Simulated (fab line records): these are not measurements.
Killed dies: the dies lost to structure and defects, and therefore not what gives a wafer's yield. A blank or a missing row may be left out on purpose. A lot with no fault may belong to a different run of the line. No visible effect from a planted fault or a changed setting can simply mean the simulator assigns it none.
Split-lot experiment -- flow berkeleyCmos170 -- 23 wafers read across 5 lots, on a route 331 steps long

SPLIT DETAILS
At UCB170_M1_SPUTTER_00 (material Al, target thk 600 nm, time 80 s), the setting powerW was moved away from the recipe's 6000 W on 9 of the 23 wafers read, by -8.9% to +7.0%. All remaining wafers had this setting at the recipe value.

FROM SPLIT TO READING: 1 step shown by the file between the two
- UCB170_M1_RS_MEAS_01: measures by four-point-probe

THE READING
M1_AL_THK, in nm, at UCB170_M1_THK_MEAS_02 (measures by xrf). Fault-free wafers of this fab line usually give 604 nm, standard deviation 7.9 nm.

wafer,"tool, chamber at the split","powerW as run, W",against the recipe,"M1_AL_THK, nm",against lot-mates on the recipe
L076.1,"pvdSputter-01, -",6000,recipe,602,-
L076.4,"pvdSputter-01, -",6000,recipe,593,-
L076.6,"pvdSputter-01, -",6000,recipe,599,-
L079.1,"pvdSputter-02, -",5790,-3.5%,588,-24
L079.2,"pvdSputter-02, -",6000,recipe,607,-
L079.3,"pvdSputter-02, -",6000,recipe,608,-
L079.4,"pvdSputter-02, -",6000,recipe,622,-
L079.5,"pvdSputter-02, -",5790,-3.5%,585,-27
L081.1,"pvdSputter-01, -",6000,recipe,610,-
L081.2,"pvdSputter-01, -",6418,+7.0%,650,+39
L081.3,"pvdSputter-01, -",6418,+7.0%,655,+44
L081.5,"pvdSputter-01, -",6000,recipe,606,-
L081.6,"pvdSputter-01, -",6000,recipe,616,-
L084.1,"pvdSputter-02, -",6000,recipe,615,-
L084.2,"pvdSputter-02, -",6380,+6.3%,653,+37
L084.4,"pvdSputter-02, -",6380,+6.3%,642,+26
L084.5,"pvdSputter-02, -",6000,recipe,619,-
L084.6,"pvdSputter-02, -",6000,recipe,613,-
L082.2,"pvdSputter-03, -",6000,recipe,610,-
L082.3,"pvdSputter-03, -",5464,-8.9%,553,-56
L082.4,"pvdSputter-03, -",5464,-8.9%,547,-62
L082.5,"pvdSputter-03, -",6000,recipe,607,-
L082.6,"pvdSputter-03, -",5464,-8.9%,551,-58

THE FIT
A straight line over all 23 wafers: M1_AL_THK changes by +6.39 nm for each +1% of powerW; r = +0.98; the points scatter about the line by 6.6 nm.
The same after taking each lot's own level away (the mean of its wafers on the recipe; 23 wafers): +6.15 nm for each +1%; r = +0.99; scatter 4.7 nm.
According to that fit, moving powerW by its largest amount changes the reading by 55 nm.
Measured against the standard deviation above, the lots' own levels, which go from 598.0 to 615.7 nm, span 2.2 times it.
Hence the lot-to-lot level has little effect on the slope; both slopes agree.
Check: for one of the wafers moved furthest among these (-8.9%), held out of the fit, the line's prediction against its lot-mates is -56.7 nm. Against them it came out at -55.5 nm.

THE OTHER SPLITS THESE WAFERS WENT THROUGH
These wafers also went through other splits before the reading. Each is held against what the fit with the lots' levels taken away leaves over:
other split on the same wafers,wafers away from the commonest value,r with M1_AL_THK (lot level and that fit taken away)
UCB170_SDANNEAL_RTA_00 timeS,6,+0.10
UCB170_CONTACT_COAT_04 spinRpm,10,-0.19
UCB170_CONTACT_EXPOSE_12 doseMj,7,-0.12

THE WHOLE CHAIN: every reading that the file lists as answering this split, in the file's order
step,what it does,reading,change (the file's fit),r (the file's)
UCB170_M1_SPUTTER_00,"material Al, target thk 600 nm, time 80 s","Al_of_M1_SPUTTER_00.thkNm (the simulator's own value, which no gauge read)",+6.34 nm for each +1% of the setting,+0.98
UCB170_M1_RS_MEAS_01,measures by four-point-probe,M1_AL_RS,-0.000526 for each +1% of the setting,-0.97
UCB170_M1_THK_MEAS_02,measures by xrf,M1_AL_THK,+6.09 for each +1% of the setting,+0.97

THE FILE'S OWN FIT
M1_AL_THK changes by +6.09 nm for each +1% of powerW, r = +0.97.
